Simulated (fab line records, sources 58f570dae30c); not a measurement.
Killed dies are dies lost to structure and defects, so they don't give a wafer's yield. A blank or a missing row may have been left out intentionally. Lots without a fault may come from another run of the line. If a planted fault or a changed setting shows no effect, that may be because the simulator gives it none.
Split-lot trial | flow berkeleyCmos170 | 5 lots, 23 wafers read, on a route of 331 steps

== ON THE SPLIT ==
At UCB170_ACTIVE_COAT_08 (resist thk 900 nm), the setting spinRpm was moved away from the recipe's 1500 rpm on 6 of the 23 wafers read, by -4.4% to +5.8%. The other wafers ran this setting at the recipe's value.

Reading taken at the split's own step.

== THE READING ==
KrF_of_ACTIVE_COAT_08.thkNm (the simulator's own value, which no gauge read), in nm, at UCB170_ACTIVE_COAT_08 (resist thk 900 nm). The file does not state a usual value for it. Across the 17 wafers here that went through the recipe, the average is 900.0 nm and the standard deviation 1.9 nm.

wafer  | tool, chamber at the split | spinRpm as run, rpm | against the recipe | KrF_of_ACTIVE_COAT_08.thkNm, nm | against lot-mates on the recipe
L075.1 | lithoTrack-02, 0           | 1500                | recipe             | 897.2                           | -
L075.2 | lithoTrack-02, 0           | 1586                | +5.7%              | 874.7                           | -23.5
L075.3 | lithoTrack-02, 0           | 1500                | recipe             | 897.6                           | -
L075.4 | lithoTrack-02, 0           | 1586                | +5.7%              | 878                             | -20.2
L075.5 | lithoTrack-02, 0           | 1500                | recipe             | 899.7                           | -
L079.2 | lithoTrack-02, 0           | 1500                | recipe             | 899                             | -
L079.3 | lithoTrack-02, 0           | 1500                | recipe             | 898                             | -
L079.4 | lithoTrack-02, 0           | 1500                | recipe             | 900.7                           | -
L079.5 | lithoTrack-02, 0           | 1500                | recipe             | 900.2                           | -
L079.6 | lithoTrack-02, 0           | 1500                | recipe             | 899.2                           | -
L082.1 | lithoTrack-03, 0           | 1434                | -4.4%              | 922.3                           | +20.0
L082.2 | lithoTrack-03, 0           | 1434                | -4.4%              | 925.3                           | +23.0
L082.4 | lithoTrack-03, 0           | 1500                | recipe             | 903.4                           | -
L082.5 | lithoTrack-03, 0           | 1500                | recipe             | 901.1                           | -
L082.6 | lithoTrack-03, 0           | 1500                | recipe             | 902.5                           | -
L083.1 | lithoTrack-02, 0           | 1500                | recipe             | 900.6                           | -
L083.2 | lithoTrack-02, 0           | 1500                | recipe             | 898.1                           | -
L083.3 | lithoTrack-02, 0           | 1587                | +5.8%              | 875.8                           | -23.6
L083.4 | lithoTrack-02, 0           | 1587                | +5.8%              | 875.4                           | -24.0
L083.6 | lithoTrack-02, 0           | 1500                | recipe             | 899.5                           | -
L084.1 | lithoTrack-02, 0           | 1500                | recipe             | 900                             | -
L084.2 | lithoTrack-02, 0           | 1500                | recipe             | 904                             | -
L084.5 | lithoTrack-02, 0           | 1500                | recipe             | 899.9                           | -

FIT RESULTS
A straight line over all 23 wafers: KrF_of_ACTIVE_COAT_08.thkNm changes by -4.51 nm for each +1% of spinRpm; r = -0.98; the points scatter about the line by 2.2 nm.
The same after taking each lot's own level away (the mean of its wafers on the recipe; 23 wafers): -4.21 nm for each +1%; r = -0.99; scatter 1.7 nm.
On that fit, the largest move of spinRpm shifts the reading by 24 nm.
Across the lots, their own levels run from 898.17 to 902.33 nm, a range of 2.2 times the standard deviation given above.
The two slopes agree, so the slope changes little with the lot-to-lot level.
Check: for one of the wafers moved furthest among these (+5.8%), held out of the fit, the line's prediction against its lot-mates is -24 nm. It came out at -23.6 nm against them.

== FURTHER SPLITS ON THESE WAFERS ==
These wafers also went through other splits before the reading. Each is held against what the fit with the lots' levels taken away leaves over:
other split on the same wafers  | wafers away from the commonest value | r with KrF_of_ACTIVE_COAT_08.thkNm (lot level and that fit taken away)
UCB170_NWELL_CVD_04 tempC       | 10                                   | +0.22
UCB170_NWELL_IMPLANT_14 doseCm2 | 12                                   | +0.00

== THE WHOLE CHAIN: every reading that the file lists as answering this split, in the file's order ==
step                   | what it does      | reading                                                                      | change (the file's fit)              | r (the file's)
UCB170_ACTIVE_COAT_08  | resist thk 900 nm | KrF_of_ACTIVE_COAT_08.thkNm (the simulator's own value, which no gauge read) | -4.16 nm for each +1% of the setting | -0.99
UCB170_ACTIVE_STRIP_16 | strips in O2      | stripTimeToEndpointS                                                         | withheld for each +1% of the setting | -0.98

== FILE'S OWN FIT ==
KrF_of_ACTIVE_COAT_08.thkNm changes by -4.16 nm for each +1% of spinRpm, r = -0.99.
